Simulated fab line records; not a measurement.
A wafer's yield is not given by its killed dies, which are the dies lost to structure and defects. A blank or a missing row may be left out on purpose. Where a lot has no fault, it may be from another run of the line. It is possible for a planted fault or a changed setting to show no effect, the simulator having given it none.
fab line records -- flow rit_cmos
record lots=13, wafers=39, last_day=7
route steps=202 shown NRETRO@56 PRETRO@74
lots with no fault: from the same line, run without faults
start_h: hours from the record's first day to the start of the lot's first wafer shown -- wait_h: hours elapsed since this lot's preceding step -- " identical to the entry in the row above -- L1.1+2: one row covering several wafers at once -- - value missing, or start not given -- * or withheld: withheld -- < > ~ a bound
route shown NAME@n: a module of which the file shows steps, and the number in the route of the first -- usual: mean/standard deviation of fault-free wafers -- same: alike in all rows -- chamber/n: place in a boat -- sites: each site's reading -- _std_site: how widely they spread, as a standard deviation -- _edge_site: outer sites' mean less inner sites' -- radius_mm: for every site, how far away it sits from the centre of the wafer -- mask NAME#n: copy n -- behind: the most recent tool/chamber to have shaped the wafer -- hold: the reason the lot was held/the length of the hold in hours/how it ended -- device: the transistor (n, p or np) that didn't switch -- end of line: at the end of the route, the tests of the same wafers -- a step given without rows: its recipe and nothing more -- killed: dies lost to structure and defects at the first sort, not the wafer's yield -- map: the dies of a wafer, with x for killed, . for not killed, _ for no die there
set.NAME: the setting as run; set.NAME@STEP: as run at that earlier step -- model.NAME: the simulator's own value behind a step, which no gauge read
a sample of lots followed through the steps of the route, with each step as a table and each wafer as a row
services: the hour from which a tool's chamber was out of use, counted from the record's first day as start_h (under 0 if before that day), plus the number of hours and why
## steps
# step RIT_NRETRO_EXPOSE_03
# recipe mask_id=M4, na=0.57, target_cd_nm=43900, dose_mj=250
lot.wafer,tool,chamber,start_h,wait_h,mask
L391.1+5+6,iline_stepper-01,0,34.33,0.2,M4#0
L393.1+2+3,iline_stepper-02,0,44.76,0.2,M4#0
L394.1+2+5,iline_stepper-01,0,50.48,0.2,M4#0
L396.2+3+6,iline_stepper-01,0,58.58,0.2,M5#0
L397.3+5+6,iline_stepper-01,0,64.20,0.1,M4#0
L398.2+5+6,iline_stepper-02,0,68.39,0.2,M4#0
L399.3+4+6,iline_stepper-01,0,75.00,0.2,M4#0
L406.2+4+5,iline_stepper-01,0,109.46,0.2,M4#0
L407.3+5+6,iline_stepper-02,0,114.56,0.2,M4#0
L409.2+5+6,iline_stepper-01,0,123.52,0.2,M4#0
L410.1+2+6,iline_stepper-02,0,128.72,0.2,M4#0
L411.1+3+5,iline_stepper-01,0,134.20,0.2,M4#0
L412.2+4+6,iline_stepper-02,0,138.39,0.2,M4#0
# step RIT_NRETRO_OVL_MEAS_06
# usual NRETRO_OVL=-0.9/1.2
lot.wafer,tool,chamber,start_h,wait_h,NRETRO_OVL[nm]
L391.1,overlay-01,-,34.76,-,-0.2
L391.5,overlay-01,-,34.76,-,-1.0
L391.6,overlay-01,-,34.76,-,-0.9
L393.1,overlay-01,-,45.19,-,-0.9
L393.2,overlay-01,-,45.19,-,-1.5
L393.3,overlay-01,-,45.19,-,-1.0
L394.1,overlay-01,-,50.91,-,-1.3
L394.2,overlay-01,-,50.91,-,-2.1
L394.5,overlay-01,-,50.91,-,-1.7
L396.2,overlay-01,-,58.99,-,-
L396.3,overlay-01,-,58.99,-,-
L396.6,overlay-01,-,58.99,-,-
L397.3,overlay-01,-,64.60,-,0.1
L397.5,overlay-01,-,64.60,-,-0.9
L397.6,overlay-01,-,64.60,-,-1.5
L398.2,overlay-01,-,68.81,-,-1.0
L398.5,overlay-01,-,68.81,-,-1.0
L398.6,overlay-01,-,68.81,-,-0.6
L399.3,overlay-02,-,75.40,-,-1.0
L399.4,overlay-02,-,75.40,-,-1.5
L399.6,overlay-02,-,75.40,-,-0.7
L406.2,overlay-02,-,109.88,-,0.3
L406.4,overlay-02,-,109.88,-,-1.4
L406.5,overlay-02,-,109.88,-,-0.9
L407.3,overlay-01,-,114.97,-,-0.2
L407.5,overlay-01,-,114.97,-,0.1
L407.6,overlay-01,-,114.97,-,1.1
L409.2,overlay-02,-,123.94,-,-0.9
L409.5,overlay-02,-,123.94,-,-1.0
L409.6,overlay-02,-,123.94,-,-0.4
L410.1,overlay-01,-,129.15,-,-0.9
L410.2,overlay-01,-,129.15,-,-0.7
L410.6,overlay-01,-,129.15,-,-0.3
L411.1,overlay-02,-,134.63,-,0.5
L411.3,overlay-02,-,134.63,-,1.1
L411.5,overlay-02,-,134.63,-,1.1
L412.2,overlay-02,-,138.81,-,-3.2
L412.4,overlay-02,-,138.81,-,-2.6
L412.6,overlay-02,-,138.81,-,-2.4
# step RIT_NRETRO_TW_MEAS_10
# usual NRETRO_TW=1056/6.2
lot.wafer,tool,chamber,start_h,wait_h,NRETRO_TW
L391.1,film_metro-01,-,35.38,0.1,1043
L391.5,film_metro-01,-,35.38,0.1,1043
L391.6,film_metro-01,-,35.38,0.1,1048
L393.1,film_metro-03,-,45.80,0.1,1056
L393.2,film_metro-03,-,45.80,0.1,1059
L393.3,film_metro-03,-,45.80,0.1,1054
L394.1,film_metro-01,-,51.52,0.1,1047
L394.2,film_metro-01,-,51.52,0.1,1045
L394.5,film_metro-01,-,51.52,0.1,1052
L396.2,film_metro-02,-,59.61,0.1,30
L396.3,film_metro-02,-,59.61,0.1,30
L396.6,film_metro-02,-,59.61,0.1,30
L397.3,film_metro-02,-,65.22,0.1,1058
L397.5,film_metro-02,-,65.22,0.1,1056
L397.6,film_metro-02,-,65.22,0.1,1058
L398.2,film_metro-03,-,69.42,0.1,1064
L398.5,film_metro-03,-,69.42,0.1,1068
L398.6,film_metro-03,-,69.42,0.1,1063
L399.3,film_metro-01,-,76.11,0.1,1052
L399.4,film_metro-01,-,76.11,0.1,1059
L399.6,film_metro-01,-,76.11,0.1,1054
L406.2,film_metro-01,-,110.49,0.1,1051
L406.4,film_metro-01,-,110.49,0.1,1052
L406.5,film_metro-01,-,110.49,0.1,1055
L407.3,film_metro-03,-,115.58,0.1,1059
L407.5,film_metro-03,-,115.58,0.1,1059
L407.6,film_metro-03,-,115.58,0.1,1063
L409.2,film_metro-02,-,124.55,0.1,1060
L409.5,film_metro-02,-,124.55,0.1,1060
L409.6,film_metro-02,-,124.55,0.1,1057
L410.1,film_metro-03,-,129.77,0.1,1061
L410.2,film_metro-03,-,129.77,0.1,1058
L410.6,film_metro-03,-,129.77,0.1,1063
L411.1,film_metro-02,-,135.25,0.1,1060
L411.3,film_metro-02,-,135.25,0.1,1061
L411.5,film_metro-02,-,135.25,0.1,1064
L412.2,film_metro-02,-,139.42,0.1,1063
L412.4,film_metro-02,-,139.42,0.1,1059
L412.6,film_metro-02,-,139.42,0.1,1063
# step RIT_PRETRO_TW_MEAS_10
# usual PRETRO_TW=476.1/2.5
lot.wafer,tool,chamber,start_h,wait_h,PRETRO_TW
L391.1,film_metro-04,-,36.93,0.1,475.9
L391.5,film_metro-04,-,36.93,0.1,474.8
L391.6,film_metro-04,-,36.93,0.1,477.6
L393.1,film_metro-04,-,47.36,0.1,473.8
L393.2,film_metro-04,-,47.36,0.1,472.9
L393.3,film_metro-04,-,47.36,0.1,476.3
L394.1,film_metro-04,-,53.19,0.1,475.6
L394.2,film_metro-04,-,53.19,0.1,479.9
L394.5,film_metro-04,-,53.19,0.1,477.2
L396.2,film_metro-04,-,61.28,0.1,1080.3
L396.3,film_metro-04,-,61.28,0.1,1085.5
L396.6,film_metro-04,-,61.28,0.1,1084.5
L397.3,film_metro-02,-,66.91,0.1,475.4
L397.5,film_metro-02,-,66.91,0.1,479.8
L397.6,film_metro-02,-,66.91,0.1,476.0
L398.2,film_metro-02,-,71.15,0.1,477.5
L398.5,film_metro-02,-,71.15,0.1,476.0
L398.6,film_metro-02,-,71.15,0.1,477.3
L399.3,film_metro-01,-,77.74,0.1,473.4
L399.4,film_metro-01,-,77.74,0.1,477.1
L399.6,film_metro-01,-,77.74,0.1,478.2
L406.2,film_metro-01,-,112.17,0.1,475.6
L406.4,film_metro-01,-,112.17,0.1,474.3
L406.5,film_metro-01,-,112.17,0.1,476.6
L407.3,film_metro-04,-,117.14,0.1,475.1
L407.5,film_metro-04,-,117.14,0.1,477.1
L407.6,film_metro-04,-,117.14,0.1,480.2
L409.2,film_metro-01,-,126.23,0.1,468.4
L409.5,film_metro-01,-,126.23,0.1,472.9
L409.6,film_metro-01,-,126.23,0.1,474.9
L410.1,film_metro-01,-,131.44,0.1,473.9
L410.2,film_metro-01,-,131.44,0.1,473.0
L410.6,film_metro-01,-,131.44,0.1,476.9
L411.1,film_metro-01,-,136.92,0.1,472.9
L411.3,film_metro-01,-,136.92,0.1,472.9
L411.5,film_metro-01,-,136.92,0.1,472.0
L412.2,film_metro-04,-,141.10,0.1,479.2
L412.4,film_metro-04,-,141.10,0.1,477.8
L412.6,film_metro-04,-,141.10,0.1,476.7
## services
tool,chamber,start_h,hours,kind
iline_stepper-01,-,16.82,1.7,pm
iline_stepper-02,-,48.99,1.7,pm
iline_stepper-01,-,105.04,1.3,repair
## key
first_sign step=RIT_NRETRO_EXPOSE_03, reading=mask, direction=changed
effect step=RIT_NRETRO_OVL_MEAS_06, reading=NRETRO_OVL, direction=missing
effect step=RIT_NRETRO_TW_MEAS_10, reading=NRETRO_TW, direction=down, sigmas=99+, usual=1056, struck=30
effect step=RIT_PRETRO_TW_MEAS_10, reading=PRETRO_TW, direction=up, sigmas=99+, usual=476.1, struck=1083.4
met_at RIT_NRETRO_EXPOSE_03
struck_lots L396
sort_left_out L396.2,L396.3,L396.6
tester_left_out L396
onset_between 50.48 58.58
fault kind=wrong_mask, tool=any, chamber=-, onset_h=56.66, steps=RIT_NRETRO_EXPOSE_03, aux_copy=M5#0, scope=struck_lots_only
# tester_left_out: of these lots the tester's yield and bins aren't shown, on N5 and GAA mostly nor the transistor test; their killed dies are dies lost to structure and defects alone, not to doping, threshold or leakage, so they don't give the yield
# sort_left_out: the simulated sort isn't trusted on such a fault, so these wafers' sort isn't shown, and their yield isn't known
